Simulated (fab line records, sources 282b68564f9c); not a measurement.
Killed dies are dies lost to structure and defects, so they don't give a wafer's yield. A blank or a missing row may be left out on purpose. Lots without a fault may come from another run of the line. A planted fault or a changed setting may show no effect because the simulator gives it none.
fab line records | flow rit_cmos
record lots=6 wafers=18 last_day=7
route steps=202 shown GATE@89 REOX@98 NLDD@103 PLDD@114 SPACER@125 M1@202
lots that met no fault: from a run of the same line without faults
start_h: hours from the record's first day to the start of the lot's first wafer shown | wait_h: hours since the lot's step before | " the same as in the row above | L1.1+2: a row that stands for several wafers | - no value, or no start given | * or withheld: withheld | < > ~ a bound
route shown NAME@n: a module of which the file shows steps, and the number in the route of the first | usual: mean/standard deviation of fault-free wafers | same: alike in all rows | chamber/n: place in a boat | sites: the reading at each site | _std_site: their standard deviation | _edge_site: outer sites' mean less inner sites' | radius_mm: how far each site lies from the wafer's centre | mask NAME#n: copy n | behind: the tool/chamber that last shaped the wafer | hold: why the lot was held/for how many hours/how that ended | device: the transistor (n, p or np) that didn't switch | end of line: the same wafers' tests at the end of the route | a step without rows: its recipe alone | killed: dies lost to structure and defects at the first sort, not the wafer's yield | map: a wafer's dies, x killed, . not, _ none there
set.NAME: the setting as run; set.NAME@STEP: as run at that earlier step | model.NAME: the simulator's own value behind a step, which no gauge read
lots at some steps of the route; a table a step, a row a wafer
services: from which hour (start_h, from the record's first day; less than 0 if before it) a tool's chamber was out of use, for how many hours, and why
## steps
# step RIT_GATE_EXPOSE_13
# recipe mask_id=M6 na=0.6 source_shape=conventional sigma_outer=0.6 target_cd_nm=150 dose_mj=380
# step RIT_GATE_PEB_14
# recipe resist=NOVOLAK temp_c=withheld time_s=withheld
# step RIT_GATE_DEVELOP_15
# recipe resist=NOVOLAK develop_time_s=50 dev_temp_c=23
# step RIT_GATE_CD_MEAS_16
# recipe target_cd_nm=150
# usual cd_nm=150.0/2.4
# columns lot.wafer tool chamber start_h wait_h cd_nm
L147.2 cd_sem-02 - 42.37 - 148.9
L147.4 " - " " 148.4
L147.6 " - " " 150.1
L150.1 cd_sem-01 - 57.80 - 149.5
L150.4 " - " " 148.8
L150.6 " - " " 147.9
L151.1 cd_sem-02 - 62.67 - 149.2
L151.4 " - " " 152.0
L151.6 " - " " 151.5
L152.1 cd_sem-02 - 66.97 - 151.7
L152.3 " - " " 151.3
L152.4 " - " " 153.1
L153.1 cd_sem-01 - 70.68 - 153.2
L153.2 " - " " 152.1
L153.5 " - " " 152.8
L168.3 cd_sem-01 - 147.75 - 150.4
L168.5 " - " " 153.2
L168.6 " - " " 153.3
# step RIT_GATE_OVL_MEAS_17
# usual GATE_OVL=-0.7/1.4
# columns lot.wafer tool chamber start_h wait_h GATE_OVL[nm]
L147.2 overlay-01 - 42.48 0.1 0.3
L147.4 " - " " -1.1
L147.6 " - " " 0.5
L150.1 overlay-01 - 57.92 0.1 -2.1
L150.4 " - " " -0.4
L150.6 " - " " -1.5
L151.1 overlay-02 - 62.79 0.1 -0.7
L151.4 " - " " 0.1
L151.6 " - " " 0.3
L152.1 overlay-02 - 67.09 0.1 -2.4
L152.3 " - " " -4.2
L152.4 " - " " -3.2
L153.1 overlay-01 - 70.80 0.1 -1.0
L153.2 " - " " -2.4
L153.5 " - " " 0.2
L168.3 overlay-02 - 147.84 0.1 1.4
L168.5 " - " " -1.6
L168.6 " - " " 0.0
# step RIT_GATE_HARDBAKE_18
# recipe resist=NOVOLAK temp_c=140 time_s=60
# step RIT_GATE_ETCH_19
# recipe chemistry=SF6/CHF3/O2 time_s=165 SF6_flow_sccm=30 CHF3_flow_sccm=30 O2_flow_sccm=5 target=poly-Si pressure_mtorr=40 rf_w=160 target_depth_a=3125 over_etch_frac=0.25 stop_on=SiO2
# usual drypump_motor_current_A=5.8/0.46 oes_product_au=0.848/0.015 throttle_valve_pct=10.29/0.16
# columns lot.wafer tool chamber start_h wait_h drypump_motor_current_A oes_product_au rf_hours_counter_h throttle_valve_pct
L147.2 rie_si-02 3 42.66 0.1 6.4 0.865 165 10.25
L147.4 " 0 " " 5.3 0.839 - 10.47
L147.6 " 1 " " 5.9 0.842 - 10.20
L150.1 rie_si-01 3 58.10 0.1 6.1 0.868 3 10.49
L150.4 " 1 " " 5.0 0.855 96 10.34
L150.6 " 1 " " 5.0 0.856 - 10.35
L151.1 rie_si-02 1 62.97 0.1 5.9 0.843 2 10.17
L151.4 " 0 " " 5.3 0.840 - 10.45
L151.6 " 1 " " 6.0 0.844 - 10.19
L152.1 rie_si-01 3 67.37 0.1 6.1 0.872 3 10.47
L152.3 " 1 " " 5.0 0.857 96 10.34
L152.4 " 0 " " 5.9 0.818 79 10.02
L153.1 rie_si-02 1 70.99 0.1 6.0 0.843 2 10.21
L153.2 " 2 " " 6.2 0.843 140 10.10
L153.5 " 1 " " 6.0 0.845 - 10.20
L168.3 rie_si-01 2 148.02 0.1 5.4 0.864 30 10.44
L168.5 " 2 " " 5.4 0.865 - 10.44
L168.6 " 3 " " 6.1 0.875 - 10.46
# step RIT_GATE_STRIP_20
# recipe chemistry=O2 time_s=180 resist=NOVOLAK platen_temp_c=withheld power_w=500 pressure_mtorr=4000 o2_flow_sccm=4000
# usual drypump_motor_current_A=5.7/0.57
# columns lot.wafer tool chamber start_h wait_h drypump_motor_current_A rf_hours_counter_h
L147.2 plasma_asher-04 0 42.77 0.1 4.8 40
L147.4 " 0 " " 4.8 -
L147.6 " 1 " " 5.2 -
L150.1 plasma_asher-01 1 58.21 0.1 6.1 41
L150.4 " 1 " " 6.1 -
L150.6 " 1 " " 6.0 -
L151.1 plasma_asher-01 0 63.08 0.1 5.1 42
L151.4 " 1 " " 6.0 -
L151.6 " 0 " " 5.1 -
L152.1 plasma_asher-02 1 67.48 0.1 5.8 43
L152.3 " 0 " " 6.5 -
L152.4 " 1 " " 5.8 -
L153.1 plasma_asher-04 1 71.09 0.1 5.2 43
L153.2 " 0 " " 4.8 43
L153.5 " 0 " " 4.8 -
L168.3 plasma_asher-02 1 148.18 0.1 5.7 -
L168.5 " 1 " " 5.7 -
L168.6 " 0 " " 6.5 -
# step RIT_GATE_CD_MEAS_90
# recipe target_cd_nm=150
# usual cd_nm=150.0/2.4
# columns lot.wafer tool chamber start_h wait_h cd_nm
L147.2 cd_sem-01 - 42.96 0.1 148.7
L147.4 " - " " 148.3
L147.6 " - " " 150.1
L150.1 cd_sem-01 - 58.39 0.1 149.2
L150.4 " - " " 148.7
L150.6 " - " " 147.6
L151.1 cd_sem-01 - 63.26 0.1 149.2
L151.4 " - " " 152.0
L151.6 " - " " 151.4
L152.1 cd_sem-02 - 67.66 0.1 151.5
L152.3 " - " " 151.8
L152.4 " - " " 152.7
L153.1 cd_sem-01 - 71.27 0.1 153.4
L153.2 " - " " 151.7
L153.5 " - " " 152.2
L168.3 cd_sem-01 - 148.34 0.1 150.6
L168.5 " - " " 153.1
L168.6 " - " " 153.0
# step RIT_REOX_CLEAN_00
# recipe chemistry=SC1 mix=3:3:50 time_s=600 temp_c=75
# step RIT_REOX_CLEAN_01
# recipe chemistry=dHF dilution=50:1 time_s=30
# step RIT_REOX_CLEAN_02
# recipe chemistry=SC2 mix=3:3:50 time_s=600 temp_c=75 dry=n2_spin
# step RIT_REOX_OXIDATION_03
# recipe temp_c=900 ambient=O2 target_thk_a=252 ox_time_s=5580
# usual ox_temp_c=900.0/0.37 ox_temp_c_max=904.1/0.87 ox_time_s=5580/0
# columns lot.wafer tool chamber start_h wait_h ox_temp_c ox_temp_c_max ox_time_s model.SiO2_of_REOX_OXIDATION_03.thk_nm
L147.2 furnace-02 0 43.43 0.0 900.1 903.0 5580 25.59
L147.4 " 0 " " 900.2 905.0 5580 25.51
L147.6 " 0 " " 900.5 906.1 5580 25.7
L150.1 furnace-02 0 58.87 0.0 899.9 904.0 5580 25.31
L150.4 " 0 " " 899.6 905.8 5580 25.41
L150.6 " 0 " " 900.0 905.3 5580 25.7
L151.1 furnace-02 0 64.09 0.0 899.8 903.8 6696 28.86
L151.4 " 0 " " 899.5 904.8 6696 28.27
L151.6 " 0 " " 899.9 904.1 6696 28.01
L152.1 furnace-02 0 68.14 0.0 899.7 904.7 6696 28.04
L152.3 " 0 " " 900.1 904.8 6696 27.96
L152.4 " 0 " " 900.2 904.7 6696 27.5
L153.1 furnace-03 0 72.04 0.3 899.8 902.7 5580 24.95
L153.2 " 0 " " 899.2 903.1 5580 25.08
L153.5 " 0 " " 899.8 902.4 5580 25.02
L168.3 furnace-02 0 148.79 0.0 899.7 903.7 5580 25.92
L168.5 " 0 " " 900.0 903.4 5580 25.17
L168.6 " 0 " " 899.7 903.8 5580 24.92
# step RIT_REOX_THK_MEAS_04
# recipe reads=SiO2_of_REOX_OXIDATION_03
# usual REOX_OXIDE_THK=25.1/0.4
# columns lot.wafer tool chamber start_h wait_h REOX_OXIDE_THK[nm]
L147.2 film_metro-04 - 45.99 0.0 25.6
L147.4 " - " " 25.5
L147.6 " - " " 25.7
L150.1 film_metro-02 - 61.42 0.0 25.3
L150.4 " - " " 25.5
L150.6 " - " " 25.6
L151.1 film_metro-02 - 66.64 0.0 28.9
L151.4 " - " " 28.3
L151.6 " - " " 28.0
L152.1 film_metro-01 - 70.69 0.0 28.0
L152.3 " - " " 28.0
L152.4 " - " " 27.5
L153.1 film_metro-01 - 74.59 0.0 24.9
L153.2 " - " " 25.1
L153.5 " - " " 25.1
L168.3 film_metro-04 - 151.36 0.0 25.9
L168.5 " - " " 25.1
L168.6 " - " " 24.9
# step RIT_NLDD_HMDS_00
# recipe prime_time_s=60 prime_temp_c=140
# step RIT_NLDD_COAT_01
# recipe resist=NOVOLAK spin_rpm=3250 resist_thk_nm=1000
# step RIT_NLDD_SOFTBAKE_02
# recipe resist=NOVOLAK temp_c=90 time_s=60
# step RIT_NLDD_EXPOSE_03
# recipe mask_id=M7 na=0.57 target_cd_nm=40700 dose_mj=250
# step RIT_NLDD_PEB_04
# recipe resist=NOVOLAK temp_c=withheld time_s=withheld
# step RIT_NLDD_DEVELOP_05
# recipe resist=NOVOLAK develop_time_s=50 dev_temp_c=23
# step RIT_NLDD_OVL_MEAS_06
# usual NLDD_OVL=-0.2/1.1
# columns lot.wafer tool chamber start_h wait_h NLDD_OVL[nm]
L147.2 overlay-01 - 46.89 - -0.7
L147.4 " - " " -0.1
L147.6 " - " " -0.4
L150.1 overlay-01 - 62.46 - -0.4
L150.4 " - " " 0.1
L150.6 " - " " 1.6
L151.1 overlay-02 - 67.75 - 0.0
L151.4 " - " " -0.3
L151.6 " - " " 0.0
L152.1 overlay-01 - 71.73 - -1.0
L152.3 " - " " -0.1
L152.4 " - " " -1.8
L153.1 overlay-02 - 75.62 - 1.8
L153.2 " - " " 0.4
L153.5 " - " " 0.4
L168.3 overlay-02 - 152.39 - 0.8
L168.5 " - " " -0.6
L168.6 " - " " 0.4
# step RIT_NLDD_HARDBAKE_07
# recipe resist=NOVOLAK temp_c=140 time_s=60
# step RIT_NLDD_IMPLANT_08
# recipe species=P energy_kev=20 dose_cm2=5e+14 tilt_deg=7
# step RIT_NLDD_STRIP_09
# recipe chemistry=O2 time_s=180 resist=NOVOLAK platen_temp_c=withheld power_w=500 pressure_mtorr=4000 o2_flow_sccm=4000
# usual drypump_motor_current_A=5.8/0.47
# columns lot.wafer tool chamber start_h wait_h drypump_motor_current_A rf_hours_counter_h
L147.2 plasma_asher-03 0 47.22 0.1 6.0 26
L147.4 " 1 " " 5.7 -
L147.6 " 1 " " 5.7 -
L150.1 plasma_asher-03 0 62.80 0.1 6.0 27
L150.4 " 1 " " 5.7 -
L150.6 " 1 " " 5.7 -
L151.1 plasma_asher-04 0 68.08 0.1 4.8 42
L151.4 " 0 " " 4.8 -
L151.6 " 1 " " 5.2 -
L152.1 plasma_asher-02 1 72.06 0.1 5.7 43
L152.3 " 1 " " 5.7 -
L152.4 " 0 " " 6.5 -
L153.1 plasma_asher-02 0 75.96 0.1 6.5 44
L153.2 " 1 " " 5.7 44
L153.5 " 0 " " 6.5 -
L168.3 plasma_asher-04 0 152.77 0.1 4.8 -
L168.5 " 0 " " 4.8 -
L168.6 " 1 " " 5.2 -
# step RIT_NLDD_TW_MEAS_10
# usual NLDD_TW=2533/22
# columns lot.wafer tool chamber start_h wait_h NLDD_TW
L147.2 film_metro-02 - 47.41 0.1 2516
L147.4 " - " " 2509
L147.6 " - " " 2517
L150.1 film_metro-02 - 62.97 0.1 2490
L150.4 " - " " 2505
L150.6 " - " " 2493
L151.1 film_metro-02 - 68.26 0.1 2501
L151.4 " - " " 2499
L151.6 " - " " 2502
L152.1 film_metro-03 - 72.24 0.1 2524
L152.3 " - " " 2528
L152.4 " - " " 2522
L153.1 film_metro-04 - 76.13 0.1 2530
L153.2 " - " " 2530
L153.5 " - " " 2525
L168.3 film_metro-04 - 152.90 0.1 2520
L168.5 " - " " 2519
L168.6 " - " " 2535
# step RIT_PLDD_HMDS_00
# recipe prime_time_s=60 prime_temp_c=140
# step RIT_PLDD_COAT_01
# recipe resist=NOVOLAK spin_rpm=3250 resist_thk_nm=1000
# step RIT_PLDD_SOFTBAKE_02
# recipe resist=NOVOLAK temp_c=90 time_s=60
# step RIT_PLDD_EXPOSE_03
# recipe mask_id=M8 na=0.57 target_cd_nm=40900 dose_mj=250
# step RIT_PLDD_PEB_04
# recipe resist=NOVOLAK temp_c=withheld time_s=withheld
# step RIT_PLDD_DEVELOP_05
# recipe resist=NOVOLAK develop_time_s=50 dev_temp_c=23
# step RIT_PLDD_OVL_MEAS_06
# usual PLDD_OVL=1.0/1.4
# columns lot.wafer tool chamber start_h wait_h PLDD_OVL[nm]
L147.2 overlay-02 - 48.48 - 1.3
L147.4 " - " " 0.5
L147.6 " - " " 1.8
L150.1 overlay-01 - 63.88 - -1.7
L150.4 " - " " -1.3
L150.6 " - " " -1.3
L151.1 overlay-01 - 69.29 - 3.1
L151.4 " - " " 1.3
L151.6 " - " " 2.4
L152.1 overlay-02 - 73.15 - 2.3
L152.3 " - " " 2.6
L152.4 " - " " 0.4
L153.1 overlay-01 - 77.04 - 2.1
L153.2 " - " " 1.7
L153.5 " - " " -2.2
L168.3 overlay-02 - 153.81 - -0.4
L168.5 " - " " 0.8
L168.6 " - " " -0.1
# step RIT_PLDD_HARDBAKE_07
# recipe resist=NOVOLAK temp_c=140 time_s=60
# step RIT_PLDD_IMPLANT_08
# recipe species=BF2 energy_kev=20 dose_cm2=9e+14 tilt_deg=7
# step RIT_PLDD_STRIP_09
# recipe chemistry=O2 time_s=180 resist=NOVOLAK platen_temp_c=withheld power_w=500 pressure_mtorr=4000 o2_flow_sccm=4000
# usual drypump_motor_current_A=5.9/0.43
# columns lot.wafer tool chamber start_h wait_h drypump_motor_current_A rf_hours_counter_h
L147.2 plasma_asher-03 1 48.81 0.1 5.7 26
L147.4 " 0 " " 6.0 -
L147.6 " 0 " " 6.0 -
L150.1 plasma_asher-02 0 64.22 0.1 6.5 42
L150.4 " 0 " " 6.5 -
L150.6 " 1 " " 5.7 -
L151.1 plasma_asher-03 0 69.63 0.1 6.0 28
L151.4 " 1 " " 5.7 -
L151.6 " 1 " " 5.7 -
L152.1 plasma_asher-01 0 73.48 0.1 5.1 43
L152.3 " 1 " " 6.1 -
L152.4 " 0 " " 5.1 -
L153.1 plasma_asher-01 0 77.38 0.1 5.1 43
L153.2 " 1 " " 6.1 43
L153.5 " 1 " " 6.0 -
L168.3 plasma_asher-02 0 154.19 0.1 6.5 -
L168.5 " 0 " " 6.5 -
L168.6 " 1 " " 5.7 -
# step RIT_PLDD_TW_MEAS_10
# usual PLDD_TW=2375/18
# columns lot.wafer tool chamber start_h wait_h PLDD_TW
L147.2 film_metro-02 - 48.99 0.1 2360
L147.4 " - " " 2351
L147.6 " - " " 2363
L150.1 film_metro-02 - 64.40 0.1 2355
L150.4 " - " " 2346
L150.6 " - " " 2370
L151.1 film_metro-02 - 69.80 0.1 2357
L151.4 " - " " 2360
L151.6 " - " " 2360
L152.1 film_metro-02 - 73.66 0.1 2372
L152.3 " - " " 2371
L152.4 " - " " 2362
L153.1 film_metro-03 - 77.55 0.1 2399
L153.2 " - " " 2381
L153.5 " - " " 2386
L168.3 film_metro-04 - 154.33 0.1 2366
L168.5 " - " " 2381
L168.6 " - " " 2378
# step RIT_SPACER_CLEAN_00
# recipe chemistry=SC1 mix=3:3:50 time_s=600 temp_c=75
# usual bath_guard_temp_C=75.2/0.46
# columns lot.wafer tool chamber start_h wait_h bath_guard_temp_C model.SiO2_of_REOX_OXIDATION_03.thk_nm
L147.2 wet_bench-02 1 49.04 0.0 75.4 23.59
L147.4 " 1 " " 75.3 23.52
L147.6 " 1 " " 75.5 23.69
L150.1 wet_bench-03 2 64.46 0.1 75.2 23.33
L150.4 " 2 " " 75.0 23.42
L150.6 " 2 " " 75.0 23.69
L151.1 wet_bench-03 1 69.86 0.1 75.8 26.63
L151.4 " 1 " " 75.9 26.1
L151.6 " 1 " " 75.9 25.85
L152.1 wet_bench-01 2 73.72 0.1 74.9 25.89
L152.3 " 2 " " 74.6 25.82
L152.4 " 2 " " 74.8 25.39
L153.1 wet_bench-01 1 77.61 0.1 74.6 23.04
L153.2 " 1 " " 74.6 23.16
L153.5 " 1 " " 74.5 23.1
L168.3 wet_bench-02 1 154.37 0.0 75.5 23.92
L168.5 " 1 " " 75.5 23.22
L168.6 " 1 " " 75.4 23
# step RIT_SPACER_CLEAN_01
# recipe chemistry=dHF dilution=50:1 time_s=30
# step RIT_M1_PROBE_99
# usual killed_at_front_end=6.8/2.8 killed_dies=6.9/2.8 killed_on_rim=1.8/1.4 killed_open=3.3/1.9 killed_short=3.5/1.8
# same gross_dies=264 killed_at_M0_to_M3=0 killed_at_M4_up=0 killed_at_back_side=0 killed_at_contacts=0 killed_at_other=0
# columns lot.wafer tool chamber start_h wait_h killed_at_front_end killed_dies killed_on_rim killed_open killed_short model.etest.pmos_turned.r_on_ohm_um model.etest.pmos_0p3.r_on_ohm_um model.etest.pmos_0p15.r_on_ohm_um model.etest.pldd.rs_ohm_sq model.etest.nmos_0p15.r_on_ohm_um model.etest.nmos_0p3.r_on_ohm_um model.etest.nldd.rs_ohm_sq model.etest.nmos_turned.drive_ua_um
L147.2 prober-02 - 63.09 0.1 6 6 1 3 3 3529 6329 2793 539.2 1112 2125 376.6 326.8
L147.4 prober-02 - 63.19 0.2 5 5 2 3 2 3524 6418 2805 529.4 1126 2174 376.9 323.3
L147.6 prober-02 - 63.29 0.2 4 4 2 2 2 3570 6334 2831 544.3 1127 2137 377.1 319.4
L150.1 prober-01 - 78.67 0.1 6 6 1 3 3 3655 6510 2879 569.9 1098 2191 392.7 304.1
L150.4 prober-01 - 78.82 0.2 7 7 0 2 5 3700 6596 2940 570 1173 2216 394.1 308.3
L150.6 prober-01 - 78.92 0.2 6 6 1 4 2 3691 6571 2935 588.1 1170 2199 399.6 298.9
L151.1 prober-02 - 83.71 0.1 6 6 1 3 3 4485 6921 3311 810 1315 2379 484.4 215.5
L151.4 prober-02 - 83.86 0.2 4 4 1 2 2 4306 6811 3228 741.3 1283 2323 462.1 227.7
L151.6 prober-02 - 83.96 0.2 5 5 2 1 4 4203 6874 3172 717.7 1230 2310 455.1 236.3
L152.1 prober-01 - 87.19 0.1 7 7 2 4 3 4101 6612 3086 684.6 1264 2253 466.5 241.9
L152.3 prober-01 - 87.29 0.2 5 5 1 3 2 4136 6710 3156 686.7 1254 2262 462 245.3
L152.4 prober-01 - 87.34 0.2 9 9 4 6 3 3978 6599 3070 641.7 1240 2225 452.9 256.7
L153.1 prober-02 - 90.94 0.1 10 10 1 3 7 3581 6450 2907 516.6 1150 2190 366.4 320.4
L153.2 prober-02 - 90.99 0.1 9 9 3 3 5 3574 6459 2912 527.2 1162 2197 375.7 323.2
L153.5 prober-02 - 91.14 0.2 11 11 3 3 8 3627 6509 2902 521.6 1157 2215 375 318.7
L168.3 prober-02 - 168.25 0.2 4 4 2 2 2 3739 6494 2972 586.5 1212 2219 413.7 292.9
L168.5 prober-02 - 168.35 0.2 13 13 2 6 7 3650 6420 2968 540.7 1225 2208 403.9 308.3
L168.6 prober-02 - 168.40 0.2 7 7 4 4 3 3566 6358 2867 525.3 1158 2157 394.9 310.9
# killed by level:class
L147.2 GATE:geometric_particle:open=2 GATE:geometric_particle:short=1 REOX:geometric_particle:short=1 REOX:geometric_particle:open=1 SPACER:geometric_particle:short=1
L147.4 GATE:geometric_particle:open=3 REOX:geometric_particle:short=1 SPACER:geometric_particle:short=1
L147.6 FOX1:geometric_particle:open=1 GATE:geometric_particle:short=1 GATE:geometric_particle:open=1 REOX:geometric_particle:short=1
L150.1 GATE:geometric_particle:open=3 FOX2:geometric_particle:short=1 GATE:geometric_particle:short=1 REOX:geometric_particle:short=1
L150.4 FOX1:geometric_particle:short=2 GATE:geometric_particle:short=2 FOX2:geometric_particle:open=1 REOX:geometric_particle:short=1 SILICIDE:geometric_particle:open=1
L150.6 SPACER:geometric_particle:open=2 FOX2:geometric_particle:short=1 REOX:geometric_particle:open=1 SILICIDE:geometric_particle:open=1 SILICIDE:geometric_particle:short=1
L151.1 FOX2:geometric_particle:short=2 FOX2:geometric_particle:open=1 GATE:geometric_particle:open=1 REOX:geometric_particle:open=1 SILICIDE:geometric_particle:short=1
L151.4 ACTIVE:geometric_particle:open=1 GATE:geometric_particle:short=1 SPACER:geometric_particle:open=1 SILICIDE:geometric_particle:short=1
L151.6 GATE:geometric_particle:short=4 GATE:geometric_particle:open=1
L152.1 FOX2:geometric_particle:short=2 REOX:geometric_particle:open=2 FOX2:geometric_particle:open=1 GATE:geometric_particle:short=1 SILICIDE:geometric_particle:open=1
L152.3 FOX1:geometric_particle:open=1 FOX2:geometric_particle:open=1 GATE:geometric_particle:short=1 GATE:geometric_particle:open=1 REOX:geometric_particle:short=1
L152.4 GATE:geometric_particle:open=4 SPACER:geometric_particle:short=2 REOX:geometric_particle:open=1 REOX:geometric_particle:short=1 SPACER:geometric_particle:open=1
L153.1 GATE:geometric_particle:short=3 GATE:geometric_particle:open=2 REOX:geometric_particle:short=2 SILICIDE:geometric_particle:short=2 REOX:geometric_particle:open=1
L153.2 GATE:geometric_particle:short=3 REOX:geometric_particle:short=2 REOX:geometric_particle:open=2 SILICIDE:geometric_particle:open=1 NRETRO:coat_microbubble_printed=1
L153.5 GATE:geometric_particle:short=3 REOX:geometric_particle:short=3 REOX:geometric_particle:open=2 FOX2:geometric_particle:open=1 SPACER:geometric_particle:short=1 SILICIDE:geometric_particle:short=1
L168.3 GATE:geometric_particle:open=2 GATE:geometric_particle:short=1 SILICIDE:geometric_particle:short=1
L168.5 GATE:geometric_particle:open=3 FOX2:geometric_particle:short=2 REOX:geometric_particle:short=2 FOX1:geometric_particle:open=1 FOX1:geometric_particle:short=1 GATE:geometric_particle:short=1 SPACER:geometric_particle:open=1 SILICIDE:geometric_particle:open=1
L168.6 REOX:geometric_particle:short=3 FOX1:geometric_particle:open=2 REOX:geometric_particle:open=1 SPACER:geometric_particle:open=1
## services
# columns tool chamber start_h hours kind
plasma_asher-01 - 22.10 1.8 repair
rie_si-02 2 41.79 8.6 repair
rie_si-02 3 50.37 - clean
rie_si-02 3 50.37 24.1 scheduled_down
rie_si-02 3 50.37 24.1 vent_cycle
furnace-03 - 74.59 3.4 pm
plasma_asher-03 - 74.96 24.9 pm
furnace-03 - 77.94 4.1 pm
plasma_asher-01 - 85.33 2.8 pm
rie_si-02 1 95.70 1.9 repair
plasma_asher-04 - 108.75 9.0 pm
plasma_asher-04 0 108.75 9.0 vent_cycle
plasma_asher-04 1 108.75 9.0 vent_cycle
plasma_asher-04 0 117.75 - clean
plasma_asher-04 1 117.75 - clean
rie_si-02 0 121.22 - clean
rie_si-02 0 121.22 12.4 scheduled_down
rie_si-02 0 121.22 12.4 vent_cycle
plasma_asher-03 - 142.42 14.6 pm
## key
first_sign step=RIT_REOX_OXIDATION_03 reading=ox_time_s direction=up sigmas=99+ usual=* struck=*
effect step=RIT_REOX_THK_MEAS_04 reading=REOX_OXIDE_THK direction=up sigmas=7.4 usual=25.1 struck=28.1
model_effect step=RIT_REOX_OXIDATION_03 value=SiO2_of_REOX_OXIDATION_03.thk_nm without=24.87 struck=28.11
model_effect step=RIT_SPACER_CLEAN_00 value=SiO2_of_REOX_OXIDATION_03.thk_nm without=22.96 struck=25.95
model_effect step=RIT_M1_PROBE_99 value=etest.pmos_turned.r_on_ohm_um without=3471 struck=4201
met_at RIT_REOX_OXIDATION_03
struck_wafers L151.1,L151.4,L151.6,L152.1,L152.3,L152.4
tester_left_out L151,L152
fault kind=process_parameter_drift tool=furnace-02 chamber=- onset_h=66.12 steps=RIT_REOX_OXIDATION_03 channel=ox_time_s offset=* shape=step end_h=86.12 acts_in=* stated=*
# tester_left_out: of these lots the tester's yield and bins aren't shown, on N5 and GAA mostly nor the transistor test; their killed dies are dies lost to structure and defects alone, not to doping, threshold or leakage, so they don't give the yield
